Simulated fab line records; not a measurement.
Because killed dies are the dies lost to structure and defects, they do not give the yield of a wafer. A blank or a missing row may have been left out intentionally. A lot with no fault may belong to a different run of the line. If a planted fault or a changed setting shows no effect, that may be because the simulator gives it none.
What tool caused it? -- flow rit cmos -- 42 wafers from 14 lots sampled at 3 of the route's 202 steps

== WHAT EACH GAUGE READ, for each wafer ==
RIT_SDANNEAL_RS_MEAS_04: measures by four-point-probe. Usual: PSD_RS gives 115.9 ohm/sq (standard deviation 0.33).
lot,measured,on,PSD_RS (ohm/sq),flag
L832,day 3 02:12,film metro-04,116.5 115.9 116.2,
L833,day 3 08:43,film metro-03,116.0 115.9 115.9,
L834,day 3 13:23,film metro-04,115.6 116.0 116.0,
L836,day 3 22:52,film metro-01,115.9 115.6 115.5,
L837,day 4 02:05,film metro-03,116.1 115.9 116.3,
L838,day 4 11:08,film metro-01,116.0 115.9 116.0,
L839,day 4 17:44,film metro-01,115.4 115.2 115.1,
L840,day 4 22:52,film metro-01,115.2 115.3 115.5,
L841,day 5 01:22,film metro-03,116.0 116.0 115.8,
L846,day 6 03:11,film metro-01,114.0 114.0 113.9,OFF
L848,day 6 14:52,film metro-04,114.2 114.2 114.3,OFF
L851,day 7 05:37,film metro-01,115.7 115.7 115.8,
L853,day 7 11:04,film metro-03,115.7 115.9 115.9,
L855,day 7 20:28,film metro-01,115.7 115.4 115.6,

RIT_SDANNEAL_RS_MEAS_06: measures by four-point-probe. Usual: PLDD_RS gives 180.2 ohm/sq (standard deviation 0.58).
lot,measured,on,PLDD_RS (ohm/sq),flag
L832,day 3 02:26,film metro-04,181.7 181.2 181.6,
L833,day 3 08:58,film metro-03,180.8 180.7 180.2,
L834,day 3 13:38,film metro-04,180.2 180.7 180.4,
L836,day 3 23:06,film metro-01,180.2 179.8 179.9,
L837,day 4 02:19,film metro-03,180.5 180.2 179.8,
L838,day 4 11:23,film metro-01,179.5 179.6 180.2,
L839,day 4 17:59,film metro-01,180.1 179.2 179.7,
L840,day 4 23:06,film metro-01,179.2 179.5 179.8,
L841,day 5 01:37,film metro-03,180.1 180.6 179.9,
L846,day 6 03:25,film metro-01,178.6 178.4 178.3,OFF
L848,day 6 15:06,film metro-04,178.5 178.6 178.3,
L851,day 7 05:52,film metro-01,179.9 179.6 180.0,
L853,day 7 11:18,film metro-03,180.9 180.1 180.9,
L855,day 7 20:43,film metro-01,180.1 179.8 179.4,

== TOOL THAT RAN EACH LOT (tool first, then ch and the chambers of the sampled wafers, then the start) ==
lot,RIT_SDANNEAL_RTA_03
L832,"rtp anneal-02 ch 0, day 3 02:08"
L833,"rtp anneal-01 ch 0, day 3 08:39"
L834,"rtp anneal-02 ch 0, day 3 13:20"
L836,"rtp anneal-02 ch 0, day 3 22:48"
L837,"rtp anneal-01 ch 0, day 4 02:00"
L838,"rtp anneal-02 ch 0, day 4 11:04"
L839,"rtp anneal-01 ch 0, day 4 17:41"
L840,"rtp anneal-02 ch 0, day 4 22:49"
L841,"rtp anneal-01 ch 0, day 5 01:19"
L846,"rtp anneal-02 ch 0, day 6 03:05"
L848,"rtp anneal-02 ch 0, day 6 14:49"
L851,"rtp anneal-01 ch 0, day 7 05:34"
L853,"rtp anneal-01 ch 0, day 7 11:00"
L855,"rtp anneal-01 ch 0, day 7 20:25"
- RIT_SDANNEAL_RTA_03: time 5 s.

== WHAT THE TOOLS THEMSELVES READ (means of the sampled wafers that have a number; where no wafer has one, the mark that the record gives instead) ==
RIT_SDANNEAL_RTA_03. Usual: wafer_temp_C_max 1053.4, standard deviation 0.99.
lot,tool,wafer_temp_C_max,flag
L832,rtp anneal-02,1054.0,
L833,rtp anneal-01,1053.6,
L834,rtp anneal-02,1053.7,
L836,rtp anneal-02,1053.3,
L837,rtp anneal-01,1053.5,
L838,rtp anneal-02,1053.1,
L839,rtp anneal-01,1053.0,
L840,rtp anneal-02,1053.1,
L841,rtp anneal-01,1053.5,
L846,rtp anneal-02,1053.4,
L848,rtp anneal-02,1053.2,
L851,rtp anneal-01,1055.1,
L853,rtp anneal-01,1053.5,
L855,rtp anneal-01,1052.7,

== THE ANSWER, worked out from the rows above alone ==
Rule: take the mean of a lot's wafers that have a number; if it is more than 3 standard deviations from the usual mean, the lot is off. Also off: a lot with no number at a reading for which 4 or more lots have one. Where the step has rows for the other lots, those lots are counted as sound. Order of review: gauges by route order, followed by the tools' own readings, for which a lot's mean as printed above is used. At the first step where some lot is off, the reading lying furthest off is the one used; lots without a number count as furthest.
Off: L846, L848, at RIT_SDANNEAL_RS_MEAS_04 (PSD_RS).
A tool fits if, at a process step before that reading, it ran every lot that is off, and no sound lot after the first of them. Those tools and the gauges at RIT_SDANNEAL_RS_MEAS_04 are tried in the same way. One candidate fits, namely rtp anneal-02 at RIT_SDANNEAL_RTA_03. A fault onset in the window from L840 (day 4 22:49, its last sound lot) to L846 (day 6 03:05, its first lot off) fits.

== WHAT THE SIMULATOR HAD INSERTED ==
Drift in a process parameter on rtp anneal-02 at RIT_SDANNEAL_RTA_03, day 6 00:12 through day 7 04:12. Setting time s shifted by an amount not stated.
Shown lots that were struck: L846, L848. The rule given above showed the same thing.
